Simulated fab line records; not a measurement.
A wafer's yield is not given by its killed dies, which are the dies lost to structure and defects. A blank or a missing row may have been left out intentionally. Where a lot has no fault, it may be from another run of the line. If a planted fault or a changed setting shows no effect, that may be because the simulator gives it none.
fab line records | flow rit_cmos
[record] lots = 6 wafers = 18 last_day = 6
route steps=202 shown NWELL@38 PWELL@39 WELLDRIVE@50 M1@202
lots untouched by any fault: they come from a run of this same line in which no faults occurred
start_h: the number of hours between the record's first day and the start of the first shown wafer of the lot | wait_h: hours elapsed since this lot's preceding step | " the same as in the row above | L1.1+2: several wafers, shown together as one row | - no value, or no start given | * or withheld: withheld | < > ~ a bound
route shown NAME@n: a module of which the file shows steps, and the number in the route of the first | usual: average and standard deviation across the fault-free wafers | same: alike in all rows | chamber/n: place in a boat | sites: readings site by site | _std_site: standard deviation across them | _edge_site: inner sites' mean taken away from outer sites' mean | radius_mm: for every site, how far away it sits from the centre of the wafer | mask NAME#n: copy n | behind: the tool/chamber that last shaped the wafer | hold: what put the lot on hold/how long, in hours/how the hold closed | device: which transistor (n, p or np) failed to switch | end of line: tests of these same wafers at the route's end | step lacking rows: just its recipe | killed: at the first sort, the dies lost to defects and structure; wafer yield is something else | map: a wafer's dies, x killed, . not, _ none there
set.NAME: the setting that was run; set.NAME@STEP: the one run at that earlier step | model.NAME: the simulator's own value behind a step, which no gauge read
a table for each step, a row for each wafer; lots at some steps of the route
services: the hour from which a tool's chamber was out of use, counted from the record's first day as start_h (under 0 if before that day), plus the number of hours and why
[[steps]]
[step RIT_NWELL_TW_MEAS_10]
[usual] NWELL_TW = 2121/16
// columns lot.wafer tool chamber start_h wait_h NWELL_TW
L641.1 film_metro-03 - 49.94 0.1 2102
L641.2 " - " " 2114
L641.6 " - " " 2106
L643.3 film_metro-03 - 57.55 0.1 2110
L643.4 " - " " 2107
L643.6 " - " " 2102
L647.1 film_metro-03 - 81.16 0.1 2105
L647.3 " - " " 2114
L647.4 " - " " 2107
L648.1 film_metro-04 - 84.60 0.1 2134
L648.2 " - " " 2136
L648.5 " - " " 2130
L649.4 film_metro-01 - 86.78 0.1 2115
L649.5 " - " " 2111
L649.6 " - " " 2107
L650.1 film_metro-01 - 93.09 0.1 2131
L650.3 " - " " 2118
L650.5 " - " " 2116
[step RIT_PWELL_HMDS_00]
[recipe] prime_time_s = 60 prime_temp_c = 140
[step RIT_PWELL_COAT_01]
[recipe] resist = NOVOLAK spin_rpm = 2000 resist_thk_nm = 1300
[step RIT_PWELL_SOFTBAKE_02]
[recipe] resist = NOVOLAK temp_c = 90 time_s = 60
[step RIT_PWELL_EXPOSE_03]
[recipe] mask_id = M3 na = 0.57 target_cd_nm = 43700 dose_mj = 250
[step RIT_PWELL_PEB_04]
[recipe] resist = NOVOLAK temp_c = withheld time_s = withheld
[step RIT_PWELL_DEVELOP_05]
[recipe] resist = NOVOLAK develop_time_s = 70.14 dev_temp_c = 23
[step RIT_PWELL_OVL_MEAS_06]
[usual] PWELL_OVL = -0.3/1.5
// columns lot.wafer tool chamber start_h wait_h PWELL_OVL[nm]
L641.1 overlay-01 - 51.00 - -0.9
L641.2 " - " " 1.3
L641.6 " - " " -1.2
L643.3 overlay-02 - 58.60 - -0.1
L643.4 " - " " -0.3
L643.6 " - " " -0.5
L647.1 overlay-01 - 82.23 - -1.1
L647.3 " - " " 0.0
L647.4 " - " " -1.6
L648.1 overlay-02 - 85.54 - 0.5
L648.2 " - " " 0.2
L648.5 " - " " 0.4
L649.4 overlay-01 - 87.70 - -2.0
L649.5 " - " " -0.9
L649.6 " - " " -2.1
L650.1 overlay-02 - 94.10 - -1.2
L650.3 " - " " -0.4
L650.5 " - " " -2.5
[step RIT_PWELL_HARDBAKE_07]
[recipe] resist = NOVOLAK temp_c = 140 time_s = 120
[step RIT_PWELL_IMPLANT_08]
[recipe] species = B energy_kev = 170 dose_cm2 = 7e+13 tilt_deg = 7
[step RIT_PWELL_STRIP_09]
[recipe] chemistry = O2 time_s = 180 resist = NOVOLAK platen_temp_c = withheld power_w = 500 pressure_mtorr = 4000 o2_flow_sccm = 4000
[usual] drypump_motor_current_A = 5.7/0.56
// columns lot.wafer tool chamber start_h wait_h drypump_motor_current_A rf_hours_counter_h
L641.1 plasma_asher-04 1 51.44 0.1 5.6 41
L641.2 " 0 " " 5.9 41
L641.6 " 1 " " 5.7 -
L643.3 plasma_asher-04 1 59.09 0.1 5.6 -
L643.4 " 0 " " 5.9 -
L643.6 " 1 " " 5.6 -
L647.1 plasma_asher-02 0 82.66 0.1 5.1 45
L647.3 " 1 " " 6.5 -
L647.4 " 0 " " 5.1 -
L648.1 plasma_asher-02 0 85.97 0.1 5.1 46
L648.2 " 1 " " 6.6 46
L648.5 " 1 " " 6.5 -
L649.4 plasma_asher-04 0 88.18 0.1 5.8 -
L649.5 " 1 " " 5.6 -
L649.6 " 0 " " 5.9 -
L650.1 plasma_asher-02 1 94.67 0.1 6.6 47
L650.3 " 1 " " 6.6 -
L650.5 " 1 " " 6.6 -
[step RIT_PWELL_TW_MEAS_10]
[usual] PWELL_TW = 941/6.6
// columns lot.wafer tool chamber start_h wait_h PWELL_TW
L641.1 film_metro-03 - 51.61 0.1 934
L641.2 " - " " 934
L641.6 " - " " 934
L643.3 film_metro-04 - 59.22 0.1 947
L643.4 " - " " 949
L643.6 " - " " 940
L647.1 film_metro-04 - 82.84 0.1 947
L647.3 " - " " 951
L647.4 " - " " 947
L648.1 film_metro-03 - 86.15 0.1 939
L648.2 " - " " 937
L648.5 " - " " 939
L649.4 film_metro-04 - 88.33 0.1 953
L649.5 " - " " 949
L649.6 " - " " 952
L650.1 film_metro-03 - 94.84 0.1 941
L650.3 " - " " 939
L650.5 " - " " 940
[step RIT_WELLDRIVE_ANNEAL_00]
[recipe] temp_c = 1100 time_s = 14700 ambient = N2
[usual] spike_tc_load_C = 1124.5/1.4
// columns lot.wafer tool chamber start_h wait_h spike_tc_load_C
L641.1 furnace-03 0 53.09 1.5 1121.4
L641.2 " 0 " " 1123.8
L641.6 " 0 " " 1124.4
L643.3 furnace-01 0 60.18 0.9 1123.2
L643.4 " 0 " " 1125.4
L643.6 " 0 " " 1125.6
L647.1 furnace-03 0 82.90 0.1 1122.5
L647.3 " 0 " " 1124.9
L647.4 " 0 " " 1125.2
L648.1 furnace-01 0 87.78 1.6 1125.4
L648.2 " 0 " " 1125.9
L648.5 " 0 " " 1125.9
L648.1 furnace-04 0 93.21 0.4 1124.0
L648.2 " 0 " " 1123.0
L648.5 " 0 " " 1125.7
L649.4 furnace-03 0 88.36 0.0 1123.2
L649.5 " 0 " " 1125.2
L649.6 " 0 " " 1123.2
L650.1 furnace-03 0 95.99 1.1 1125.2
L650.3 " 0 " " 1122.9
L650.5 " 0 " " 1123.7
L650.1 furnace-03 0 101.32 0.2 1125.0
L650.3 " 0 " " 1123.4
L650.5 " 0 " " 1124.7
[step RIT_WELLDRIVE_RS_MEAS_01]
[recipe] thk_meas_gauge = four-point-probe
[usual] NWELL_RS = 275.5/0.66
// columns lot.wafer tool chamber start_h wait_h NWELL_RS[ohm/sq]
L641.1 film_metro-03 - 58.17 0.0 275.8
L641.2 " - " " 275.3
L641.6 " - " " 276.0
L643.3 film_metro-03 - 65.30 0.0 275.8
L643.4 " - " " 276.5
L643.6 " - " " 276.3
L647.1 film_metro-03 - 87.98 0.0 275.2
L647.3 " - " " 274.5
L647.4 " - " " 275.8
L649.4 film_metro-01 - 93.50 0.1 276.1
L649.5 " - " " 276.5
L649.6 " - " " 276.9
L648.1 film_metro-03 - 98.30 0.0 275.2
L648.2 " - " " 274.9
L648.5 " - " " 275.3
L650.1 film_metro-03 - 106.41 0.0 275.1
L650.3 " - " " 275.4
L650.5 " - " " 275.8
[step RIT_M1_PROBE_99]
[usual] killed_at_contacts = 0.0/0.2 killed_at_front_end = 7.0/2.8 killed_dies = 7.0/2.8 killed_open = 3.4/1.9 killed_short = 3.6/2
[same] gross_dies = 264 killed_at_M0_to_M3 = 0 killed_at_M4_up = 0 killed_at_back_side = 0 killed_at_other = 0
// columns lot.wafer tool chamber start_h wait_h killed_at_contacts killed_at_front_end killed_dies killed_open killed_short
L641.1 prober-01 - 90.01 0.1 0 7 7 3 4
L641.2 prober-01 - 90.06 0.1 0 9 9 5 4
L641.6 prober-01 - 90.26 0.2 0 6 6 4 2
L647.1 prober-01 - 123.36 0.1 0 12 12 6 6
L647.3 prober-01 - 123.46 0.2 0 9 9 4 5
L647.4 prober-01 - 123.51 0.2 0 9 9 4 5
L649.4 prober-01 - 126.96 0.2 0 6 6 1 5
L649.5 prober-01 - 127.01 0.2 0 10 10 5 5
L649.6 prober-01 - 127.06 0.2 0 6 6 2 4
L648.1 prober-02 - 141.32 0.1 0 8 8 5 3
L648.2 prober-02 - 141.37 0.1 0 7 7 4 3
L648.5 prober-02 - 141.52 0.2 0 10 10 6 4
L650.1 prober-02 - 147.78 0.1 0 10 10 5 5
// killed by level:class
L641.1 GATE:geometric_particle:short=3 FOX1:geometric_particle:short=1 FOX2:geometric_particle:open=1 GATE:geometric_particle:open=1 SILICIDE:geometric_particle:open=1
L641.2 GATE:geometric_particle:short=4 FOX1:geometric_particle:open=2 FOX2:geometric_particle:open=1 GATE:geometric_particle:open=1 SILICIDE:geometric_particle:open=1
L641.6 FOX2:geometric_particle:open=3 GATE:geometric_particle:short=1 REOX:geometric_particle:short=1 SPACER:geometric_particle:open=1
L647.1 GATE:geometric_particle:short=3 FOX2:geometric_particle:open=2 FOX2:geometric_particle:short=2 FOX1:geometric_particle:short=1 GATE:geometric_particle:open=1 REOX:geometric_particle:open=1 SPACER:geometric_particle:open=1 SILICIDE:geometric_particle:open=1
L647.3 REOX:geometric_particle:short=5 FOX1:geometric_particle:open=3 SILICIDE:geometric_particle:open=1
L647.4 REOX:geometric_particle:short=3 FOX1:geometric_particle:open=1 FOX2:geometric_particle:open=1 GATE:geometric_particle:open=1 GATE:geometric_particle:short=1 REOX:geometric_particle:open=1 SILICIDE:geometric_particle:short=1
L649.4 GATE:geometric_particle:short=4 FOX2:geometric_particle:short=1 GATE:geometric_particle:open=1
L649.5 GATE:geometric_particle:short=5 GATE:geometric_particle:open=3 REOX:geometric_particle:open=1 SILICIDE:geometric_particle:open=1
L649.6 GATE:geometric_particle:short=4 GATE:geometric_particle:open=2
L648.1 REOX:geometric_particle:open=3 GATE:geometric_particle:short=2 GATE:geometric_particle:open=1 SILICIDE:geometric_particle:open=1 SILICIDE:geometric_particle:short=1
L648.2 GATE:geometric_particle:short=2 GATE:geometric_particle:open=2 REOX:geometric_particle:open=1 SPACER:geometric_particle:short=1 SPACER:geometric_particle:open=1
L648.5 GATE:geometric_particle:short=3 GATE:geometric_particle:open=3 FOX2:geometric_particle:open=1 SPACER:geometric_particle:open=1 SPACER:geometric_particle:short=1 SILICIDE:geometric_particle:open=1
L650.1 GATE:geometric_particle:open=2 SPACER:geometric_particle:short=2 SILICIDE:geometric_particle:short=2 ACTIVE:geometric_particle:open=1 FOX1:geometric_particle:open=1 FOX2:geometric_particle:short=1 REOX:geometric_particle:open=1
[[services]]
// columns tool chamber start_h hours kind
furnace-01 - 94.80 6.2 pm
[[key]]
[first_sign] step = RIT_WELLDRIVE_ANNEAL_00 reading = visit direction = added
effect none on later readings
met_at RIT_WELLDRIVE_ANNEAL_00
struck_wafers L648.1,L648.2,L648.5,L650.1,L650.3,L650.5
rows_end L650.3,L650.5
tester_left_out L648,L650
[fault] kind = repeated_step_whole tool = furnace-01,furnace-03,furnace-04 chamber = - onset_h = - steps = RIT_WELLDRIVE_ANNEAL_00 times = 1 scope = struck_lots_only
// tester_left_out: of these lots the tester's yield and bins aren't shown, on N5 and GAA mostly nor the transistor test; their killed dies are dies lost to structure and defects alone, not to doping, threshold or leakage, so they don't give the yield
// rows_end: these wafers met a further fault down the route, and their rows from its step on are left out
